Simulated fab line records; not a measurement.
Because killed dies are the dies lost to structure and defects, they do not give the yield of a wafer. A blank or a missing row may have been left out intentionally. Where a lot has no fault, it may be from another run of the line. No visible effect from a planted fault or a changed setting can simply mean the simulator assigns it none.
Problem report in the 8D (eight disciplines) form, filled by code -- flow berkeley-cmos170 -- the parts of the form that need people (team, actions taken, sign-off) are left out

== 1. WHAT WENT WRONG ==
At UCB170_PLDD_IMPLANT_09, beam-energy-keV averages 10.522 over 6 wafers from 2 lots, while fault-free wafers read 10.001, standard deviation 0.0032. That is +99 or more standard deviations from the usual mean.
First seen on wafer L197.1, day 10 12:42, on implanter-02. The record has a number at this step for 18 wafers belonging to 6 lots. Rule for "out", or "out of limits": more than 4 standard deviations from the usual mean. Any other wafer with a number is counted as sound.

== 2. WHAT IT IS, AND WHAT IT ISN'T ==
question,is,is not
which readings at this step,beam-energy-keV,-
which lots,"L197, L199","L184, L190, L198, L201"
which wafers of those lots,all that have a number,-
read on which tools,implanter-02,"implanter-01, implanter-03"
when,from day 10 12:42,"up to then (6 sound wafers); but 6 sound wafers of L198, L201 came after"

== 3. THE SUSPECTS, EACH WITH WHAT RULES IT OUT ==
Counting: a tool at a process step up to the reading stays a suspect if it ran every lot that is out and no sound lot after the first of them.
- implanter-02 at UCB170_PLDD_IMPLANT_09: kept. It ran every lot that is out, first L197 (day 10 12:42), and no sound lot after that; its last sound lot up to then is L184 (day 8 07:34). Out on those wafers are its own readings of beam-energy-keV.
Left after counting: implanter-02 at UCB170_PLDD_IMPLANT_09.

== 4. THE CAUSE (what the simulator had put in) ==
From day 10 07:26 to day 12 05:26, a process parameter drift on implanter-02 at UCB170_PLDD_IMPLANT_09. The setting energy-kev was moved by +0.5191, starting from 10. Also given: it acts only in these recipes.
After counting, this tool was the only one left.

== 5. THE EFFECT CHAIN, in route order ==
Rows list readings where the struck wafers' mean (over those with a number) sits beyond 3 standard deviations from the usual. Readings are gone through only where the record gives a usual standard deviation; hours: the median, over the lots, of the time from a lot's start at the first step in this table giving one to that lot's start at this step; sigmas: the change measured in usual standard deviations.
hours,step,reading,usual,on struck wafers,change,sigmas
0,UCB170_PLDD_IMPLANT_09,beam-energy-keV,10.001,10.522,+0.521,+99 or more
Its process steps:
- UCB170_PLDD_IMPLANT_09

== 6. WHAT WOULD HAVE CAUGHT IT SOONER ==
First out-of-limits reading in this record: day 10 12:42, which is 5 hours after fault onset at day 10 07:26.
